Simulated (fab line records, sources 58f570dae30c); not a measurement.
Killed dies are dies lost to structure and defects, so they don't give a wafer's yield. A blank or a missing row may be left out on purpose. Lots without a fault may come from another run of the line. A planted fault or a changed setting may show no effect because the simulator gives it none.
fab line records | flow berkeley_cmos170
record lots=6 wafers=16 last_day=12
route steps=331 shown M1@244 V1@254
lots that met no fault: from a run of the same line without faults
start_h: hours from the record's first day to the start of the lot's first wafer shown | wait_h: hours since the lot's step before | " the same as in the row above | L1.1+2: a row that stands for several wafers | - no value, or no start given | * or withheld: withheld | < > ~ a bound
route shown NAME@n: a module of which the file shows steps, and the number in the route of the first | usual: mean/standard deviation of fault-free wafers | same: alike in all rows | chamber/n: place in a boat | sites: the reading at each site | _std_site: their standard deviation | _edge_site: outer sites' mean less inner sites' | radius_mm: how far each site lies from the wafer's centre | mask NAME#n: copy n | behind: the tool/chamber that last shaped the wafer | hold: why the lot was held/for how many hours/how that ended | device: the transistor (n, p or np) that didn't switch | end of line: the same wafers' tests at the end of the route | a step without rows: its recipe alone | killed: dies lost to structure and defects at the first sort, not the wafer's yield | map: a wafer's dies, x killed, . not, _ none there
set.NAME: the setting as run; set.NAME@STEP: as run at that earlier step | model.NAME: the simulator's own value behind a step, which no gauge read
lots at some steps of the route; a table a step, a row a wafer
services: from which hour (start_h, from the record's first day; less than 0 if before it) a tool's chamber was out of use, for how many hours, and why
## steps
# step UCB170_M1_EXPOSE_06
# recipe mask_id=METAL1 target_cd_nm=700 na=0.5 sigma_outer=0.6 source_shape=conventional dose_mj=21
# step UCB170_M1_PEB_07
# recipe peb_temp_c=130 peb_time_s=withheld resist=KrF
# step UCB170_M1_DEVELOP_08
# recipe developer=TMAH develop_time_s=45 resist=KrF dev_temp_c=21
# step UCB170_M1_CD_MEAS_09
# recipe target_cd_nm=700
# usual cd_nm=700.0/1.5
# columns lot.wafer tool chamber start_h wait_h cd_nm
L559.3 cd_sem-02 - 203.00 - 700.0
L559.4 " - " " 699.8
L559.6 " - " " 699.3
L557.2 cd_sem-01 - 204.32 - 698.0
L557.3 " - " " 697.2
L557.6 " - " " 696.5
L558.1 cd_sem-01 - 205.38 - 703.8
L561.2 cd_sem-01 - 214.14 - 701.5
L561.3 " - " " 702.1
L561.4 " - " " 701.8
L567.1 cd_sem-01 - 248.39 - 700.3
L567.3 " - " " 699.3
L567.5 " - " " 697.6
L570.1 cd_sem-02 - 263.62 - 701.4
L570.2 " - " " 700.2
L570.4 " - " " 701.3
# step UCB170_M1_OVL_MEAS_10
# usual M1_OVL=-1/5.3
# columns lot.wafer tool chamber start_h wait_h M1_OVL[nm]
L559.3 overlay-02 - 203.09 0.1 -3
L559.4 " - " " -9
L559.6 " - " " -9
L557.2 overlay-01 - 204.42 0.1 -10
L557.3 " - " " 7
L557.6 " - " " 3
L558.1 overlay-02 - 205.50 0.1 -6
L561.2 overlay-02 - 214.24 0.1 3
L561.3 " - " " -5
L561.4 " - " " 5
L567.1 overlay-02 - 248.51 0.1 -3
L567.3 " - " " -1
L567.5 " - " " 0
L570.1 overlay-01 - 263.74 0.1 1
L570.2 " - " " 9
L570.4 " - " " 7
# step UCB170_M1_ETCH_11
# recipe chemistry=N2/H2 target_depth_a=withheld overetch_a=withheld target=BARC time_s=withheld source_w=500 bias_w=100 pressure_mtorr=30 n2_flow_sccm=100 h2_flow_sccm=200
# usual drypump_motor_current_A=5.4/0.33 oes_product_au=1.001/0.015 throttle_valve_pct=13.28/0.14
# columns lot.wafer tool chamber start_h wait_h drypump_motor_current_A oes_product_au throttle_valve_pct
L559.3 rie_diel-04 3 203.12 0.0 5.2 0.995 13.41
L559.4 " 0 " " 4.9 1.021 13.10
L559.6 " 0 " " 4.9 1.025 13.11
L557.2 rie_diel-01 1 204.45 0.0 5.2 1.005 13.31
L557.3 " 0 " " 5.8 0.999 13.35
L557.6 " 2 " " 4.9 0.989 13.38
L558.1 rie_diel-02 2 205.53 0.0 5.9 0.971 13.26
L561.2 rie_diel-02 1 214.27 0.0 5.3 1.014 13.19
L561.3 " 2 " " 5.9 0.971 13.28
L561.4 " 3 " " 5.5 0.983 13.30
L567.1 rie_diel-01 0 248.54 0.0 5.8 1.000 13.34
L567.3 " 3 " " 5.7 1.009 12.99
L567.5 " 1 " " 5.2 1.002 13.32
L570.1 rie_diel-04 2 263.78 0.0 5.7 1.000 13.13
L570.2 " 3 " " 5.3 1.003 13.41
L570.4 " 1 " " 5.2 0.993 13.38
# step UCB170_M1_METAL_ETCH_12
# recipe chemistry=Cl2/BCl3 target=Al stop_on=PSG pressure_mtorr=12 target_depth_a=7800 over_etch_frac=0.3161 time_s=130 icp_w=600 bias_w=120 Cl2_flow_sccm=90 bcl3_flow_sccm=45
# usual drypump_motor_current_A=5.3/0.4 oes_product_au=0.854/0.013 throttle_valve_pct=24.29/0.14
# columns lot.wafer tool chamber start_h wait_h drypump_motor_current_A oes_product_au rf_hours_counter_h throttle_valve_pct
L559.3 rie_metal-03 1 203.20 - 4.8 0.849 - 24.25
L559.4 " 0 " " 5.2 0.873 - 24.18
L559.6 " 0 " " 5.3 0.877 - 24.17
L557.2 rie_metal-01 1 204.49 - 5.5 0.839 11 24.52
L557.3 " 1 " " 5.5 0.842 - 24.52
L557.6 " 0 " " 4.9 0.868 - 24.16
L558.1 rie_metal-02 0 205.57 - 5.8 0.841 1 24.19
L561.2 rie_metal-03 1 214.31 - 4.8 0.844 4 24.25
L561.3 " 1 " " 4.8 0.851 - 24.25
L561.4 " 0 " " 5.2 0.863 - 24.17
L567.1 rie_metal-01 1 248.59 - 5.5 0.845 13 24.52
L567.3 " 0 " " 4.9 0.867 - 24.16
L567.5 " 0 " " 4.9 0.868 - 24.15
L570.1 rie_metal-03 0 263.82 - 5.2 0.869 12 24.19
L570.2 " 1 " " 4.8 0.841 5 24.24
L570.4 " 0 " " 5.2 0.875 - 24.16
# step UCB170_M1_STRIP_13
# recipe chemistry=O2 power_w=400 pressure_mtorr=3500 platen_temp_c=withheld o2_flow_sccm=400 overash_fraction=0.5
# usual drypump_motor_current_A=5.4/0.43 oes_product_au=0.721/0.0049
# columns lot.wafer tool chamber start_h wait_h drypump_motor_current_A oes_product_au rf_hours_counter_h
L559.3 plasma_asher-01 1 203.33 0.1 4.8 0.722 -
L559.4 " 0 " " 5.9 0.734 -
L559.6 " 0 " " 5.9 0.729 -
L557.2 plasma_asher-03 1 204.63 0.1 5.1 0.726 47
L557.3 " 0 " " 6.0 0.723 -
L557.6 " 0 " " 6.0 0.710 -
L558.1 plasma_asher-03 1 205.71 0.1 5.1 0.715 47
L561.2 plasma_asher-03 0 214.45 0.1 6.0 0.725 48
L561.3 " 1 " " 5.1 0.711 -
L561.4 " 0 " " 6.0 0.717 -
L567.1 plasma_asher-03 1 248.72 0.1 5.1 0.725 51
L567.3 " 1 " " 5.1 0.716 -
L567.5 " 0 " " 6.0 0.724 -
L570.1 plasma_asher-02 1 263.95 0.1 5.4 0.716 48
L570.2 " 0 " " 5.2 0.725 48
L570.4 " 0 " " 5.2 0.716 -
# step UCB170_M1_CD_MEAS_90
# recipe target_cd_nm=700
# usual cd_nm=699.8/2.3
# columns lot.wafer tool chamber start_h wait_h cd_nm
L559.3 cd_sem-01 - 203.43 0.1 701.7
L559.4 " - " " 702.1
L559.6 " - " " 700.9
L557.2 cd_sem-01 - 204.92 0.3 696.0
L557.3 " - " " 695.2
L557.6 " - " " 693.2
L558.1 cd_sem-01 - 205.81 0.1 703.2
L561.2 cd_sem-02 - 214.57 0.1 701.0
L561.3 " - " " 701.6
L561.4 " - " " 701.8
L567.1 cd_sem-01 - 248.82 0.1 698.9
L567.3 " - " " 695.2
L567.5 " - " " 695.0
L570.1 cd_sem-02 - 264.05 0.1 701.7
L570.2 " - " " 697.9
L570.4 " - " " 703.1
# step UCB170_M1_ANNEAL_14
# recipe temp_c=400 time_s=1200 ambient=forming_gas
# step UCB170_V1_CVD_00
# recipe material=SiO2 target_thk_nm=2000 temp_c=390 precursor=TEOS/O2 time_s=250 rf_w=550 pressure_mtorr=9000
# usual heater_power_w=287/79 susceptor_temp_C=389.99/0.22
# columns lot.wafer tool chamber start_h wait_h heater_power_w susceptor_temp_C
L559.3 pecvd-03 2 205.92 0.0 224 389.86
L559.4 " 2 " " 301 389.91
L559.6 " 1 " " 288 390.04
L557.2 pecvd-04 2 208.75 0.0 412 390.06
L557.3 " 1 " " 336 390.13
L557.6 " 1 " " 240 389.97
L558.1 pecvd-01 2 208.75 0.0 268 390.10
L561.2 pecvd-04 2 218.85 0.0 466 389.94
L561.3 " 0 " " 176 389.88
L561.4 " 1 " " 337 390.07
L567.1 pecvd-01 2 252.30 0.0 196 389.74
L567.3 " 0 " " 245 389.83
L567.5 " 2 " " 251 390.01
L570.1 pecvd-01 0 267.64 0.0 231 389.85
L570.2 " 2 " " 257 389.89
L570.4 " 1 " " 376 389.86
# step UCB170_V1_THK_MEAS_01
# recipe reads=SiO2_of_V1_CVD_00
# usual V1_TEOS_THK=2001/23
# columns lot.wafer tool chamber start_h wait_h V1_TEOS_THK[nm]
L559.3 film_metro-04 - 206.09 0.1 2022
L559.4 " - " " 2036
L559.6 " - " " 2045
L558.1 film_metro-02 - 208.90 0.1 1969
L557.2 film_metro-01 - 208.91 0.1 1988
L557.3 " - " " 1973
L557.6 " - " " 1987
L561.2 film_metro-04 - 219.10 0.2 1969
L561.3 " - " " 1955
L561.4 " - " " 1980
L567.1 film_metro-04 - 252.45 0.1 1954
L567.3 " - " " 1958
L567.5 " - " " 1976
L570.1 film_metro-04 - 267.79 0.1 2001
L570.2 " - " " 1990
L570.4 " - " " 2015
# step UCB170_V1_CMP_02
# recipe material=SiO2 down_force_psi=6 platen_rpm=60 pad_velocity_m_s=0.75398
# usual motor_current_A=15.4/2.3 slurry_filter_dp_kPa=13.51/0.13
# columns lot.wafer tool chamber start_h wait_h motor_current_A slurry_filter_dp_kPa model.SiO2_of_V1_CVD_00.thk_nm
L559.3 cmp-01 3 206.18 0.1 12.3 13.41 999.9
L559.4 " 1 " " 13.5 13.35 1000
L559.6 " 3 " " 11.8 13.50 1001
L557.2 cmp-02 1 208.96 0.0 17.3 13.63 998.4
L557.3 " 2 " " 14.1 13.36 997.9
L557.6 " 1 " " 17.5 13.45 999.9
L558.1 cmp-01 0 209.11 0.2 15.3 13.67 1340
L561.4 cmp-01 3 219.15 0.0 12.1 13.24 1000
L561.3 " 0 " " 15.5 13.34 1335
L561.2 " 1 " " 12.5 13.75 1001
L567.3 cmp-02 0 252.56 0.1 14.4 13.55 1002
L567.1 " 1 " " 16.4 13.55 1002
L567.5 " 0 " " 14.7 13.32 1001
L570.2 cmp-02 3 267.85 0.0 19.6 13.54 999.7
L570.1 " 0 " " 15.0 13.55 1000
L570.4 " 1 " " 16.8 13.57 999.9
# step UCB170_V1_BOW_MEAS_03
# recipe mode=bow
# usual V1_BOW=19/7.2
# columns lot.wafer tool chamber start_h wait_h hold V1_BOW[um]
L559.3 film_metro-01 - 206.47 0.2 - 31
L559.4 " - " " - 23
L559.6 " - " " - 27
L558.1 film_metro-02 - 209.26 0.1 await_dispo/0.2h/release 25
L558.1 film_metro-02 - 209.55 0.3 - -
L557.2 film_metro-01 - 209.28 0.3 - 12
L557.3 " - " " - 22
L557.6 " - " " - 18
L561.2 film_metro-02 - 219.47 0.2 await_dispo/0.2h/release 26
L561.3 " - " " await_dispo/0.2h/release 32
L561.4 " - " " await_dispo/0.2h/release 16
L561.2 film_metro-02 - 219.75 0.3 - -
L561.3 " - " " - -
L561.4 " - " " - -
L567.1 film_metro-02 - 252.81 0.1 - 5
L567.3 " - " " - 19
L567.5 " - " " - 21
L570.1 film_metro-01 - 268.18 0.2 - 33
L570.2 " - " " - 20
L570.4 " - " " - 17
# step UCB170_V1_THK_MEAS_04
# recipe reads=SiO2_of_V1_CVD_00
# usual V1_POLISHED_THK=1000.2/1
# columns lot.wafer tool chamber start_h wait_h hold V1_POLISHED_THK[nm]
L559.3 film_metro-01 - 206.57 0.1 - 1000.3
L559.4 " - " " - 1000.3
L559.6 " - " " - 1000.1
L557.2 film_metro-01 - 209.39 0.1 - 998.5
L557.3 " - " " - 998.4
L557.6 " - " " - 998.9
L558.1 film_metro-02 - 214.66 5.1 await_dispo/0.2h/release 1338.7
L558.1 film_metro-02 - 214.89 0.2 - 1338.7
L561.2 film_metro-02 - 221.87 2.1 await_dispo/0.2h/release 1000.9
L561.3 " - " " await_dispo/0.2h/release 1334.9
L561.4 " - " " await_dispo/0.2h/release 1001.3
L561.2 film_metro-02 - 222.10 0.2 - 1000.0
L561.3 " - " " - 1334.5
L561.4 " - " " - 999.5
L567.1 film_metro-02 - 252.93 0.1 - 1001.9
L567.3 " - " " - 1001.3
L567.5 " - " " - 999.9
L570.1 film_metro-01 - 268.30 0.1 - 1001.0
L570.2 " - " " - 1000.0
L570.4 " - " " - 999.9
# step UCB170_V1_HMDS_06
# recipe prime_time_s=60 prime_temp_c=100
# step UCB170_V1_COAT_07
# recipe resist=KrF spin_rpm=1500 resist_thk_nm=900
# step UCB170_V1_SOFTBAKE_08
# recipe resist=KrF temp_c=130 time_s=60
# step UCB170_V1_EXPOSE_09
# recipe mask_id=VIA1 target_cd_nm=700 na=0.5 sigma_outer=0.6 source_shape=conventional dose_mj=37
# step UCB170_V1_PEB_10
# recipe peb_temp_c=130 peb_time_s=withheld resist=KrF
# step UCB170_V1_DEVELOP_11
# recipe developer=TMAH develop_time_s=45 resist=KrF dev_temp_c=21
# step UCB170_V1_CD_MEAS_12
# recipe target_cd_nm=700
# usual cd_nm=700.4/1.7
# columns lot.wafer tool chamber start_h wait_h cd_nm
L559.3 cd_sem-02 - 209.64 - 699.1
L559.4 " - " " 699.4
L559.6 " - " " 698.8
L557.2 cd_sem-02 - 211.36 - 700.3
L557.3 " - " " 699.6
L557.6 " - " " 699.3
L558.1 cd_sem-02 - 218.56 - 701.4
L561.2 cd_sem-01 - 232.29 - 699.0
L561.3 " - " " 700.1
L561.4 " - " " 699.0
L567.1 cd_sem-02 - 254.62 - 699.8
L567.3 " - " " 699.2
L567.5 " - " " 698.7
L570.1 cd_sem-01 - 270.39 - 698.7
L570.2 " - " " 699.0
L570.4 " - " " 699.0
# step UCB170_V1_OVL_MEAS_13
# usual V1_OVL=1/5.7
# columns lot.wafer tool chamber start_h wait_h V1_OVL[nm]
L559.3 overlay-02 - 209.73 0.1 -3
L559.4 " - " " -5
L559.6 " - " " -5
L557.2 overlay-02 - 211.47 0.1 2
L557.3 " - " " 6
L557.6 " - " " 2
L558.1 overlay-01 - 218.68 0.1 2
L561.2 overlay-01 - 232.40 0.1 -12
L561.3 " - " " 3
L561.4 " - " " -16
L567.1 overlay-01 - 254.74 0.1 -2
L567.3 " - " " -10
L567.5 " - " " -7
L570.1 overlay-02 - 270.51 0.1 9
L570.2 " - " " 4
L570.4 " - " " 7
# step UCB170_V1_ETCH_14
# recipe chemistry=CHF3/CF4/Ar target=SiO2 stop_on=Al CHF3_flow_sccm=45 cf4_flow_sccm=15 Ar_flow_sccm=150 pressure_mtorr=200 rf_w=700 target_depth_a=12500 over_etch_frac=0.2256 time_s=291
# usual CHF3_flow_sccm=45.00/0.13 drypump_motor_current_A=5.6/0.45 mfc_ar_sccm=150.0/0.44 oes_product_au=0.884/0.014 throttle_valve_pct=6.92/0.087
# columns lot.wafer tool chamber start_h wait_h CHF3_flow_sccm drypump_motor_current_A mfc_ar_sccm oes_product_au rf_hours_counter_h throttle_valve_pct model.etch.depth_nm model.V1.feature_depth_nm
L559.3 rie_diel-04 1 209.76 0.0 45.22 5.2 150.2 0.883 19 6.95 999.9 999.9
L559.4 " 2 " " 44.89 5.7 150.8 0.870 1 6.86 1000 1000
L559.6 " 3 " " 44.92 5.2 149.3 0.894 - 7.08 1001 1001
L557.2 rie_diel-02 1 211.50 0.0 45.16 5.3 149.8 0.900 2 6.91 998.4 998.4
L557.3 " 0 " " 45.19 5.8 150.6 0.898 4 7.01 997.9 997.9
L557.6 " 0 " " 44.90 5.8 149.6 0.900 - 7.02 999.9 999.9
L558.1 rie_diel-04 3 218.71 0.0 44.74 5.2 149.5 1.005 81 7.07 1226 1226
L561.2 rie_diel-04 2 232.43 0.0 45.13 5.7 149.7 0.874 2 6.86 1001 1001
L561.3 " 3 " " 45.04 5.2 150.0 1.005 81 7.09 1239 1239
L561.4 " 0 " " 44.89 4.9 150.1 0.899 135 6.85 1000 1000
L567.1 rie_diel-03 3 254.77 0.0 45.22 6.3 150.9 0.878 15 6.83 1002 1002
L567.3 " 0 " " 45.08 5.0 149.8 0.880 18 6.87 1002 1002
L567.5 " 1 " " 44.88 6.4 150.6 0.871 - 6.74 1001 1001
L570.1 rie_diel-02 3 270.55 0.0 45.16 5.5 150.4 0.868 10 6.99 1000 1000
L570.2 " 0 " " 44.95 5.8 150.1 0.906 7 7.02 999.7 999.7
L570.4 " 1 " " 44.94 5.3 150.2 0.903 5 6.91 999.9 999.9
# step UCB170_V1_STRIP_15
# recipe chemistry=O2 power_w=400 pressure_mtorr=3500 platen_temp_c=withheld o2_flow_sccm=400 overash_fraction=0.5
# usual drypump_motor_current_A=5.7/0.46 oes_product_au=0.722/0.0048 strip_time_to_endpoint_s=15.43/0.082
# columns lot.wafer tool chamber start_h wait_h drypump_motor_current_A oes_product_au rf_hours_counter_h strip_time_to_endpoint_s
L559.3 plasma_asher-04 1 209.97 0.1 6.1 0.723 - 15.40
L559.4 " 0 " " 6.3 0.721 - 15.25
L559.6 " 1 " " 6.0 0.720 - 15.39
L557.2 plasma_asher-04 1 211.68 0.1 6.1 0.723 56 15.32
L557.3 " 1 " " 6.0 0.725 - 15.53
L557.6 " 0 " " 6.3 0.729 - 15.51
L558.1 plasma_asher-03 1 219.02 0.2 5.1 0.722 47 15.42
L561.2 plasma_asher-03 0 232.61 0.1 6.0 0.716 49 15.25
L561.3 " 0 " " 6.0 0.722 - 15.42
L561.4 " 1 " " 5.1 0.728 - 15.39
L567.1 plasma_asher-04 1 254.95 0.1 6.1 0.712 61 15.34
L567.3 " 0 " " 6.3 0.720 - 15.43
L567.5 " 0 " " 6.3 0.716 - 15.39
L570.1 plasma_asher-02 0 270.73 0.1 5.2 0.722 48 15.44
L570.2 " 1 " " 5.4 0.726 48 15.58
L570.4 " 1 " " 5.3 0.725 - 15.51
## services
# columns tool chamber start_h hours kind
cmp-01 - 182.63 2.3 repair
rie_diel-03 3 189.20 5.1 repair
rie_diel-01 - 221.75 0.7 repair
cmp-02 - 225.55 4.1 pm
cmp-01 - 232.00 4.0 pm
rie_diel-02 - 232.99 1.0 repair
cmp-01 - 236.00 - consumable_replace:conditioner
cmp-01 - 236.00 - consumable_replace:pad
rie_diel-04 0 239.22 - clean
rie_diel-04 0 239.22 17.8 scheduled_down
rie_diel-04 0 239.22 17.8 vent_cycle
pecvd-01 - 239.38 0.8 repair
pecvd-03 - 242.50 14.0 pm
pecvd-03 0 242.50 14.0 vent_cycle
pecvd-03 1 242.50 14.0 vent_cycle
pecvd-03 2 242.50 14.0 vent_cycle
pecvd-04 - 243.81 1.4 repair
cmp-01 - 244.41 0.3 repair
plasma_asher-03 - 245.66 2.8 pm
cmp-01 - 251.61 0.9 repair
pecvd-04 - 253.69 2.2 repair
pecvd-03 0 256.50 - clean
rie_diel-04 1 265.26 4.0 repair
cmp-01 - 269.27 2.9 repair
## key
first_sign step=UCB170_V1_BOW_MEAS_03 reading=visit direction=added
effect step=UCB170_V1_THK_MEAS_04 reading=visit direction=added
effect step=UCB170_V1_THK_MEAS_04 reading=V1_POLISHED_THK direction=up sigmas=99+ usual=1000.2 struck=1336.8
effect step=UCB170_V1_ETCH_14 reading=oes_product_au direction=up sigmas=8.4 usual=0.884 struck=1.005
model_effect step=UCB170_V1_CMP_02 value=SiO2_of_V1_CVD_00.thk_nm without=1000 struck=1337
model_effect step=UCB170_V1_ETCH_14 value=etch.depth_nm without=1000 struck=1233
met_at UCB170_V1_CMP_02
struck_wafers L558.1,L561.3
later_rows_left_out L558.1,L561.3
sort_left_out L558.1,L561.3
fault kind=process_parameter_drift tool=cmp-01 chamber=0 onset_h=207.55 steps=UCB170_V1_CMP_02 channel=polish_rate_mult offset=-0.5 shape=step end_h=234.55
# sort_left_out: the simulated sort isn't trusted on such a fault, so these wafers' sort isn't shown, and their yield isn't known
# later_rows_left_out: the simulator's readings of these wafers behind a module that went badly wrong aren't trusted and aren't shown, but for the sort
